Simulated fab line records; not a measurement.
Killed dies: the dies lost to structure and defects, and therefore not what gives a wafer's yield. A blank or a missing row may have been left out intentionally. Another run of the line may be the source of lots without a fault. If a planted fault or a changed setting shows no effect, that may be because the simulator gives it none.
2 desks looking at one fault | flow berkeley_cmos170 | only its own numbers are on each desk; what lay behind them is given at the end

== DESK OF THE TOOL OWNER: litho_track-01 ==
The tool's own readings at UCB170_PVT_DEVELOP_05 (develop time 45 s): means of the sampled wafers that have a number, for each lot that ran on this tool. The brackets show how far a lot's mean lies from the usual mean; more than 4 standard deviations puts the lot out of limits, marked OUT.
Columns: A = developer_temp_C at UCB170_PVT_DEVELOP_05, usual 21.03 C
lot  | first seen here | A
L476 | day 5 21:00     | 20.95
L482 | day 7 13:00     | 21.10
L487 | day 8 07:00     | 21.09
L489 | day 8 16:00     | 20.23 (-8.0) OUT
L492 | day 9 01:00     | 20.16 (-8.7) OUT
This desk's finding: out of limits on L489, L492; first on L489, day 8 16:00 (developer_temp_C at UCB170_PVT_DEVELOP_05). L476, L482, L487 stayed within limits.

== THE METROLOGY DESK ==
Means of the sampled wafers that have a number, per lot and without regard to the tool the lot ran on: this is what the gauges read. The brackets show how far a lot's mean lies from the usual mean; more than 4 standard deviations puts the lot out of limits, marked OUT.
Columns: A = PWELL_TW at UCB170_PWELL_TW_MEAS_17, usual 381; B = cd_nm at UCB170_PSD_CD_MEAS_06, usual 1200.4 nm
lot  | first seen here | A   | B
L476 | day 2 21:04     | 377 | 1200.7
L477 | day 3 01:18     | 381 | 1201.0
L478 | day 3 08:10     | 379 | 1200.1
L481 | day 3 22:57     | 378 | 1199.0
L482 | day 4 12:26     | 381 | 1202.5
L483 | day 4 12:35     | 376 | 1200.1
L484 | day 4 22:49     | 383 | 1202.5
L487 | day 5 14:59     | 385 | 1201.8
L489 | day 5 23:25     | 379 | 1203.1
L492 | day 6 16:56     | 387 | 1198.3
L494 | day 6 23:37     | 379 | 1198.6
L497 | day 7 13:49     | 384 | 1199.1
L498 | day 7 18:26     | 378 | 1199.0
L499 | day 7 18:29     | 384 | 1199.3
Finding of this desk: none of the 14 lots has anything out of limits.

== TAKEN TOGETHER ==
An alarm could have come from the tool owner's desk at day 8 16:00, on L489, L492.
Nothing out of limits was seen by the metrology desk.
The metrology desk has L489, L492 on record, within its limits.
The lots listed all ran UCB170_PVT_DEVELOP_05 on litho_track-01.

== WHAT THE SIMULATOR PUT IN ==
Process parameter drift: litho_track-01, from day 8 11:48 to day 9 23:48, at UCB170_PVT_DEVELOP_05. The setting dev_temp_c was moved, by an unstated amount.
Lots struck among those shown: L489, L492.
How many hours passed from the start of the fault until each desk's first out-of-limits reading: the tool owner's desk, 4.
